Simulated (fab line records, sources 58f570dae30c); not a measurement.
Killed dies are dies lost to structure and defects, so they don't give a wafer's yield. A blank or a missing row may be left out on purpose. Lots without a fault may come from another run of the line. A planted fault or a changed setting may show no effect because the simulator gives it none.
Chamber matching | flow berkeley_cmos170 | UCB170_V2_CMP_02 on cmp-02: 4 sister chambers
The step polishes SiO2. 14 wafers are shown with their chamber, then 7 later ones without.

WAFERS WITH THEIR CHAMBER
wafer  | chamber | motor_current_A (A) | slurry_flow_ml_min
L172.2 | 0       | 15.1                | 150.4
L172.3 | 2       | 19.8                | 150.5
L172.5 | 2       | 20.4                | 150.1
L173.1 | 2       | 18.6                | 149.3
L173.5 | 1       | 17.3                | 149.8
L173.6 | 2       | 19.6                | 149.2
L180.3 | 3       | 17.0                | 150.1
L180.4 | 2       | 17.9                | 150.2
L180.6 | 1       | 18.2                | 150.0
L179.2 | 3       | 16.6                | 150.6
L179.3 | 2       | 18.7                | 149.2
L179.6 | 0       | 14.6                | 149.4
L181.2 | 3       | 16.5                | 150.0
L181.3 | 0       | 14.7                | 149.7

SIGNATURES (means of the wafers above)
reading            | chamber 0 | chamber 1 | chamber 2 | chamber 3 | scatter within a chamber
motor_current_A    | 14.800    | 17.750    | 19.167    | 16.700    | 0.703
slurry_flow_ml_min | 149.833   | 149.900   | 149.750   | 150.233   | 0.495
Rule: a wafer's distance from a chamber is the root of the sum, over the readings, of the square of ((its reading less the chamber's mean) divided by the reading's scatter). The wafer belongs to the nearest chamber; if the next one is less than 2 further off, it can't be placed. The scatter: the root of (the sum of the squares of (reading less its chamber's mean) over the shown wafers, divided by (wafers less chambers)).

WAFERS WITHOUT THEIR CHAMBER
wafer  | motor_current_A (A) | slurry_flow_ml_min
L181.4 | 17.9                | 150.0
L187.2 | 19.3                | 149.7
L187.5 | 19.3                | 149.3
L187.6 | 17.0                | 150.0
L186.3 | 17.1                | 150.0
L186.4 | 18.6                | 149.6
L186.5 | 18.8                | 149.9

WHICH CHAMBER EACH WENT THROUGH
wafer  | from the rows above          | in truth
L181.4 | can't be placed: 1 or 3 or 2 | 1
L187.2 | 2                            | 2
L187.5 | can't be placed: 2 or 1      | 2
L187.6 | can't be placed: 3 or 1      | 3
L186.3 | can't be placed: 3 or 1      | 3
L186.4 | can't be placed: 2 or 1      | 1
L186.5 | can't be placed: 2 or 1      | 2
Placed correctly: 1 of 7. Can't be placed from these rows: 6 (the true chamber is among the candidates in 6). Placed wrongly: 0.
